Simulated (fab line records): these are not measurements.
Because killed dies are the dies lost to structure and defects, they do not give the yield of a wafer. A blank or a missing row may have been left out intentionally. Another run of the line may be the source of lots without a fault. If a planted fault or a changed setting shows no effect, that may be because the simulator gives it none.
fab line records | flow rit_cmos
record: lots: 5 | wafers: 15 | last_day: 6
route steps=202 shown NSD@133 PSD@142 SDANNEAL@153
lots that met no fault: taken from a fault-free run of the same line
start_h: hours from the record's opening day to when the first of the lot's shown wafers began | wait_h: hours from the lot's prior step to this one | " same as the row above | L1.1+2: one row covering several wafers at once | - no value, or no start given | * or withheld: withheld | < > ~ a bound
route shown NAME@n: names a module that has steps shown in the file, with the first one's number in the route | usual: mean/standard deviation taken from wafers without a fault | same: alike in all rows | chamber/n: place in a boat | sites: each site's reading | _std_site: the standard deviation of these | _edge_site: the outer-site mean with the inner-site mean subtracted | radius_mm: for every site, how far away it sits from the centre of the wafer | mask NAME#n: copy n | behind: the last tool/chamber to shape the wafer | hold: why the lot was held/for how many hours/how that ended | device: which transistor (n, p or np) failed to switch | end of line: at the end of the route, the tests of the same wafers | step lacking rows: just its recipe | killed: the dies lost at the first sort to structure and to defects; this is not the yield of the wafer | map: per-die view of a wafer (x killed, . not killed, _ where there is no die)
set.NAME: the setting as run; set.NAME@STEP: as run at that earlier step | model.NAME: the simulator's own value behind a step, which no gauge read
certain route steps with their lots: each step a table, each wafer a row
services: a tool's chamber out of use, with start hour (start_h, from the record's first day; less than 0 if before it), hours out, and reason
== steps ==
step: RIT_NSD_SOFTBAKE_02
recipe: resist: NOVOLAK | temp_c: 90 | time_s: 60
step: RIT_NSD_EXPOSE_03
recipe: mask_id: M9 | na: 0.57 | target_cd_nm: 40700 | dose_mj: 250
step: RIT_NSD_PEB_04
recipe: resist: NOVOLAK | temp_c: withheld | time_s: withheld
step: RIT_NSD_DEVELOP_05
recipe: resist: NOVOLAK | develop_time_s: 50 | dev_temp_c: 23
step: RIT_NSD_OVL_MEAS_06
usual: NSD_OVL: -0.1/1.4
lot.wafer | tool       | chamber | start_h | wait_h | NSD_OVL[nm]
L492.2    | overlay-02 | -       | 58.12   | -      | 0.7
L492.4    | "          | -       | "       | "      | 1.5
L492.6    | "          | -       | "       | "      | 0.6
L495.2    | overlay-01 | -       | 71.60   | -      | -0.7
L495.3    | "          | -       | "       | "      | -0.8
L495.5    | "          | -       | "       | "      | -0.1
L496.3    | overlay-02 | -       | 79.31   | -      | 0.9
L496.4    | "          | -       | "       | "      | 0.0
L496.6    | "          | -       | "       | "      | 0.1
L504.2    | overlay-02 | -       | 125.20  | -      | -1.0
L504.5    | "          | -       | "       | "      | -2.1
L504.6    | "          | -       | "       | "      | -0.3
L508.2    | overlay-01 | -       | 145.10  | -      | 0.1
L508.3    | "          | -       | "       | "      | 1.4
L508.6    | "          | -       | "       | "      | 1.9
step: RIT_NSD_HARDBAKE_07
recipe: resist: NOVOLAK | temp_c: 140 | time_s: 60
step: RIT_NSD_IMPLANT_08
recipe: species: P | energy_kev: 25 | dose_cm2: 1e+15 | tilt_deg: 7
step: RIT_NSD_STRIP_09
recipe: chemistry: O2 | time_s: 180 | resist: NOVOLAK | platen_temp_c: withheld | power_w: 500 | pressure_mtorr: 4000 | o2_flow_sccm: 4000
usual: drypump_motor_current_A: 5.4/0.63
same: time_s: 180
lot.wafer | tool            | chamber | start_h | wait_h | drypump_motor_current_A | rf_hours_counter_h
L492.2    | plasma_asher-01 | 1       | 58.45   | 0.1    | 4.8                     | 27
L492.4    | "               | 0       | "       | "      | 5.2                     | -
L492.6    | "               | 1       | "       | "      | 4.8                     | -
L495.2    | plasma_asher-03 | 1       | 71.93   | 0.1    | 5.1                     | 41
L495.3    | "               | 0       | "       | "      | 6.3                     | -
L495.5    | "               | 0       | "       | "      | 6.2                     | -
L496.3    | plasma_asher-01 | 0       | 79.69   | 0.1    | 5.2                     | -
L496.4    | "               | 1       | "       | "      | 4.8                     | -
L496.6    | "               | 0       | "       | "      | 5.2                     | -
L504.2    | plasma_asher-01 | 1       | 125.53  | 0.1    | 4.8                     | 33
L504.5    | "               | 0       | "       | "      | 5.2                     | -
L504.6    | "               | 1       | "       | "      | 4.8                     | -
L508.2    | plasma_asher-04 | 1       | 145.58  | 0.1    | 6.5                     | 52
L508.3    | "               | 1       | "       | "      | 6.6                     | -
L508.6    | "               | 1       | "       | "      | 6.5                     | -
step: RIT_NSD_TW_MEAS_10
usual: NSD_TW: 3115/28
lot.wafer | tool          | chamber | start_h | wait_h | NSD_TW
L492.2    | film_metro-03 | -       | 58.63   | 0.1    | 3096
L492.4    | "             | -       | "       | "      | 3101
L492.6    | "             | -       | "       | "      | 3093
L495.2    | film_metro-03 | -       | 72.12   | 0.1    | 3097
L495.3    | "             | -       | "       | "      | 3071
L495.5    | "             | -       | "       | "      | 3091
L496.3    | film_metro-03 | -       | 79.83   | 0.1    | 3087
L496.4    | "             | -       | "       | "      | 3100
L496.6    | "             | -       | "       | "      | 3103
L504.2    | film_metro-03 | -       | 125.71  | 0.1    | 3114
L504.5    | "             | -       | "       | "      | 3108
L504.6    | "             | -       | "       | "      | 3118
L508.2    | film_metro-03 | -       | 145.76  | 0.1    | 3096
L508.3    | "             | -       | "       | "      | 3079
L508.6    | "             | -       | "       | "      | 3093
step: RIT_PSD_HMDS_00
recipe: prime_time_s: 60 | prime_temp_c: 140
step: RIT_PSD_COAT_01
recipe: resist: NOVOLAK | spin_rpm: 3250 | resist_thk_nm: 1000
step: RIT_PSD_SOFTBAKE_02
recipe: resist: NOVOLAK | temp_c: 90 | time_s: 60
step: RIT_PSD_EXPOSE_03
recipe: mask_id: M10 | na: 0.57 | target_cd_nm: 40900 | dose_mj: 250
usual: stage_vel_mm_s: 500.00/0.27
lot.wafer | tool             | chamber | start_h | wait_h | mask  | stage_vel_mm_s
L492.2    | iline_stepper-01 | 0       | 59.28   | 0.2    | M10#0 | 499.96
L492.4    | "                | 0       | "       | "      | M10#0 | 499.67
L492.6    | "                | 0       | "       | "      | M10#0 | 499.62
L495.2    | iline_stepper-01 | 0       | 72.76   | 0.2    | M10#0 | 500.19
L495.3    | "                | 0       | "       | "      | M10#0 | 499.98
L495.5    | "                | 0       | "       | "      | M10#0 | 499.87
L496.3    | iline_stepper-01 | 0       | 80.36   | 0.1    | M9#0  | 500.20
L496.4    | "                | 0       | "       | "      | M9#0  | 499.96
L496.6    | "                | 0       | "       | "      | M9#0  | 499.67
L504.2    | iline_stepper-02 | 0       | 126.23  | 0.1    | M10#0 | 499.74
L504.5    | "                | 0       | "       | "      | M10#0 | 499.99
L504.6    | "                | 0       | "       | "      | M10#0 | 499.54
L508.2    | iline_stepper-02 | 0       | 146.28  | 0.1    | M10#0 | 499.96
L508.3    | "                | 0       | "       | "      | M10#0 | 500.12
L508.6    | "                | 0       | "       | "      | M10#0 | 500.15
step: RIT_PSD_PEB_04
recipe: resist: NOVOLAK | temp_c: withheld | time_s: withheld
step: RIT_PSD_DEVELOP_05
recipe: resist: NOVOLAK | develop_time_s: 50 | dev_temp_c: 23
step: RIT_PSD_OVL_MEAS_06
usual: PSD_OVL: -0.7/1.6
lot.wafer | tool       | chamber | start_h | wait_h | PSD_OVL[nm]
L492.2    | overlay-01 | -       | 59.67   | -      | 1.7
L492.4    | "          | -       | "       | "      | 0.7
L492.6    | "          | -       | "       | "      | 2.2
L495.2    | overlay-01 | -       | 73.15   | -      | -1.8
L495.3    | "          | -       | "       | "      | -2.1
L495.5    | "          | -       | "       | "      | -2.1
L496.3    | overlay-02 | -       | 80.73   | -      | -
L496.4    | "          | -       | "       | "      | -
L496.6    | "          | -       | "       | "      | -
L504.2    | overlay-01 | -       | 126.82  | -      | 1.4
L504.5    | "          | -       | "       | "      | 1.3
L504.6    | "          | -       | "       | "      | 1.3
L508.2    | overlay-02 | -       | 146.67  | -      | -0.2
L508.3    | "          | -       | "       | "      | 0.7
L508.6    | "          | -       | "       | "      | 0.0
step: RIT_PSD_HARDBAKE_07
recipe: resist: NOVOLAK | temp_c: 140 | time_s: 60
step: RIT_PSD_IMPLANT_08
recipe: species: BF2 | energy_kev: 27 | dose_cm2: 5e+15 | tilt_deg: 7
step: RIT_PSD_STRIP_09
recipe: chemistry: O2 | time_s: 180 | resist: NOVOLAK | platen_temp_c: withheld | power_w: 500 | pressure_mtorr: 4000 | o2_flow_sccm: 4000
usual: drypump_motor_current_A: 5.6/0.64
same: time_s: 180
lot.wafer | tool            | chamber | start_h | wait_h | drypump_motor_current_A | rf_hours_counter_h
L492.2    | plasma_asher-01 | 1       | 60.00   | 0.1    | 4.8                     | 27
L492.4    | "               | 0       | "       | "      | 5.2                     | -
L492.6    | "               | 0       | "       | "      | 5.2                     | -
L495.2    | plasma_asher-02 | 0       | 73.48   | 0.1    | 5.3                     | 43
L495.3    | "               | 1       | "       | "      | 6.2                     | -
L495.5    | "               | 0       | "       | "      | 5.3                     | -
L496.3    | plasma_asher-01 | 0       | 81.11   | 0.1    | 5.2                     | -
L496.4    | "               | 1       | "       | "      | 4.8                     | -
L496.6    | "               | 1       | "       | "      | 4.8                     | -
L504.2    | plasma_asher-01 | 1       | 127.15  | 0.1    | 4.8                     | 33
L504.5    | "               | 1       | "       | "      | 4.8                     | -
L504.6    | "               | 0       | "       | "      | 5.2                     | -
L508.2    | plasma_asher-04 | 1       | 147.00  | 0.1    | 6.5                     | 52
L508.3    | "               | 1       | "       | "      | 6.6                     | -
L508.6    | "               | 1       | "       | "      | 6.5                     | -
step: RIT_PSD_TW_MEAS_10
usual: PSD_TW: 3409/33
lot.wafer | tool          | chamber | start_h | wait_h | PSD_TW
L492.2    | film_metro-01 | -       | 60.18   | 0.1    | 3425
L492.4    | "             | -       | "       | "      | 3419
L492.6    | "             | -       | "       | "      | 3406
L495.2    | film_metro-03 | -       | 73.67   | 0.1    | 3400
L495.3    | "             | -       | "       | "      | 3377
L495.5    | "             | -       | "       | "      | 3415
L496.3    | film_metro-01 | -       | 81.25   | 0.1    | 30
L496.4    | "             | -       | "       | "      | 30
L496.6    | "             | -       | "       | "      | 30
L504.2    | film_metro-03 | -       | 127.33  | 0.1    | 3432
L504.5    | "             | -       | "       | "      | 3401
L504.6    | "             | -       | "       | "      | 3419
L508.2    | film_metro-02 | -       | 147.18  | 0.1    | 3404
L508.3    | "             | -       | "       | "      | 3412
L508.6    | "             | -       | "       | "      | 3405
step: RIT_SDANNEAL_CLEAN_00
recipe: chemistry: SC1 | mix: 3:3:50 | time_s: 600 | temp_c: 75
== services ==
tool             | chamber | start_h | hours | kind
plasma_asher-04  | -       | 39.45   | 0.6   | repair
plasma_asher-01  | -       | 73.99   | 2.6   | repair
iline_stepper-02 | -       | 78.97   | 5.7   | repair
iline_stepper-01 | -       | 90.59   | 1.7   | pm
plasma_asher-02  | -       | 108.75  | 9.0   | pm
plasma_asher-02  | 0       | 108.75  | 9.0   | vent_cycle
plasma_asher-02  | 1       | 108.75  | 9.0   | vent_cycle
plasma_asher-03  | -       | 111.94  | 2.0   | repair
plasma_asher-02  | 0       | 117.75  | -     | clean
plasma_asher-02  | 1       | 117.75  | -     | clean
plasma_asher-01  | -       | 137.35  | 4.3   | pm
plasma_asher-03  | -       | 139.40  | 2.8   | pm
== key ==
first_sign: step: RIT_PSD_EXPOSE_03 | reading: mask | direction: changed
effect: step: RIT_PSD_OVL_MEAS_06 | reading: PSD_OVL | direction: missing
effect: step: RIT_PSD_TW_MEAS_10 | reading: PSD_TW | direction: down | sigmas: 99+ | usual: 3409 | struck: 30
met_at RIT_PSD_EXPOSE_03
struck_wafers L496.3,L496.4,L496.6
sort_left_out L496.3,L496.4,L496.6
tester_left_out L496
onset_between 72.76 80.36
fault: kind: wrong_mask | tool: any | chamber: - | onset_h: 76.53 | steps: RIT_PSD_EXPOSE_03 | aux_copy: M9#0 | scope: struck_lots_only
tester_left_out: of these lots the tester's yield and bins aren't shown, on N5 and GAA mostly nor the transistor test; their killed dies are dies lost to structure and defects alone, not to doping, threshold or leakage, so they don't give the yield
sort_left_out: the simulated sort isn't trusted on such a fault, so these wafers' sort isn't shown, and their yield isn't known
